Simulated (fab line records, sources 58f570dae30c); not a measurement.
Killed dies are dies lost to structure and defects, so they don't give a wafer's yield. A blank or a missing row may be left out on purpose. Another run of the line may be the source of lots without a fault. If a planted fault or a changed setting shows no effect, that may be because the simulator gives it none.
Split-lot experiment / flow berkeleyCmos170 / 23 wafers read across 5 lots, on a route 331 steps long

## ABOUT THE SPLIT
At UCB170_PWELL_IMPLANT_15, the setting energyKev was moved away from the recipe's 60 on 9 of the 23 wafers read, by -3.9% to +4.1%. For the rest of the wafers, this setting stayed at what the recipe calls for.

The reading comes from the split's own step.

## THE READING
The simulator's own value implant.drpNm, read by no gauge, in nm at UCB170_PWELL_IMPLANT_15. The file gives no usual value for it.

wafer=L078.3; tool, chamber at the split=implanter-04, 0; energyKev as run=60; against the recipe=recipe; implant.drpNm, nm=64.7; against lot-mates on the recipe=-
wafer=L078.4; tool, chamber at the split=implanter-04, 0; energyKev as run=60; against the recipe=recipe; implant.drpNm, nm=64.7; against lot-mates on the recipe=-
wafer=L078.5; tool, chamber at the split=implanter-04, 0; energyKev as run=60; against the recipe=recipe; implant.drpNm, nm=64.7; against lot-mates on the recipe=-
wafer=L079.1; tool, chamber at the split=implanter-04, 0; energyKev as run=57.69; against the recipe=-3.9%; implant.drpNm, nm=63.36; against lot-mates on the recipe=-1.34
wafer=L079.3; tool, chamber at the split=implanter-04, 0; energyKev as run=57.69; against the recipe=-3.9%; implant.drpNm, nm=63.36; against lot-mates on the recipe=-1.34
wafer=L079.4; tool, chamber at the split=implanter-04, 0; energyKev as run=57.69; against the recipe=-3.9%; implant.drpNm, nm=63.36; against lot-mates on the recipe=-1.34
wafer=L079.2; tool, chamber at the split=implanter-04, 0; energyKev as run=60; against the recipe=recipe; implant.drpNm, nm=64.7; against lot-mates on the recipe=-
wafer=L079.6; tool, chamber at the split=implanter-04, 0; energyKev as run=60; against the recipe=recipe; implant.drpNm, nm=64.7; against lot-mates on the recipe=-
wafer=L080.1; tool, chamber at the split=implanter-04, 0; energyKev as run=60; against the recipe=recipe; implant.drpNm, nm=64.7; against lot-mates on the recipe=-
wafer=L080.2; tool, chamber at the split=implanter-04, 0; energyKev as run=60; against the recipe=recipe; implant.drpNm, nm=64.7; against lot-mates on the recipe=-
wafer=L080.3; tool, chamber at the split=implanter-04, 0; energyKev as run=62.46; against the recipe=+4.1%; implant.drpNm, nm=66.08; against lot-mates on the recipe=+1.38
wafer=L080.4; tool, chamber at the split=implanter-04, 0; energyKev as run=62.46; against the recipe=+4.1%; implant.drpNm, nm=66.08; against lot-mates on the recipe=+1.38
wafer=L080.6; tool, chamber at the split=implanter-04, 0; energyKev as run=62.46; against the recipe=+4.1%; implant.drpNm, nm=66.08; against lot-mates on the recipe=+1.38
wafer=L082.1; tool, chamber at the split=implanter-01, 0; energyKev as run=61.24; against the recipe=+2.1%; implant.drpNm, nm=65.4; against lot-mates on the recipe=+0.70
wafer=L082.3; tool, chamber at the split=implanter-01, 0; energyKev as run=61.24; against the recipe=+2.1%; implant.drpNm, nm=65.4; against lot-mates on the recipe=+0.70
wafer=L082.6; tool, chamber at the split=implanter-01, 0; energyKev as run=61.24; against the recipe=+2.1%; implant.drpNm, nm=65.4; against lot-mates on the recipe=+0.70
wafer=L082.2; tool, chamber at the split=implanter-01, 0; energyKev as run=60; against the recipe=recipe; implant.drpNm, nm=64.7; against lot-mates on the recipe=-
wafer=L082.4; tool, chamber at the split=implanter-01, 0; energyKev as run=60; against the recipe=recipe; implant.drpNm, nm=64.7; against lot-mates on the recipe=-
wafer=L085.1; tool, chamber at the split=implanter-01, 0; energyKev as run=60; against the recipe=recipe; implant.drpNm, nm=64.7; against lot-mates on the recipe=-
wafer=L085.2; tool, chamber at the split=implanter-01, 0; energyKev as run=60; against the recipe=recipe; implant.drpNm, nm=64.7; against lot-mates on the recipe=-
wafer=L085.3; tool, chamber at the split=implanter-01, 0; energyKev as run=60; against the recipe=recipe; implant.drpNm, nm=64.7; against lot-mates on the recipe=-
wafer=L085.5; tool, chamber at the split=implanter-01, 0; energyKev as run=60; against the recipe=recipe; implant.drpNm, nm=64.7; against lot-mates on the recipe=-
wafer=L085.6; tool, chamber at the split=implanter-01, 0; energyKev as run=60; against the recipe=recipe; implant.drpNm, nm=64.7; against lot-mates on the recipe=-

THE FIT
A straight line over all 23 wafers: implant.drpNm changes by +0.342 nm for each +1% of energyKev; r = +1.00; the points scatter about the line by 0.01 nm.
The same after taking each lot's own level away (the mean of its wafers on the recipe; 23 wafers): +0.342 nm for each +1%; r = +1.00; scatter 0.01 nm.
The reading moves by 1.4 nm for the largest change in energyKev, on that fit.
The lots' own levels span 64.700 to 64.700 nm.
Consequently the slope shifts little with the lot-to-lot level, the two slopes agreeing.
Check: +1.4 nm against its lot-mates is what the line predicts for one of the wafers moved furthest among these (+4.1%) when that wafer is left out of the fit. It came out at +1.38 nm against them.

## OTHER SPLITS ON THESE WAFERS
These wafers also went through other splits before the reading. Each is held against what the fit with the lots' levels taken away leaves over:
other split on the same wafers=UCB170_PWELL_CVD_05 tempC; wafers away from the commonest value=10; r with implant.drpNm (lot level and that fit taken away)=-0.41

## THE WHOLE CHAIN: every reading that the file lists as answering this split, in the file's order
step=UCB170_PWELL_IMPLANT_15; what it does=; reading=implant.rpNm (the simulator's own value, which no gauge read); change (the file's fit)=+2.02 nm for each +1% of the setting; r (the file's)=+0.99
step=UCB170_PWELL_IMPLANT_15; what it does=; reading=implant.drpNm (the simulator's own value, which no gauge read); change (the file's fit)=+0.342 nm for each +1% of the setting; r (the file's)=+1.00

## THE FILE'S OWN FIT
implant.drpNm changes by +0.342 nm for each +1% of energyKev, r = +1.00.
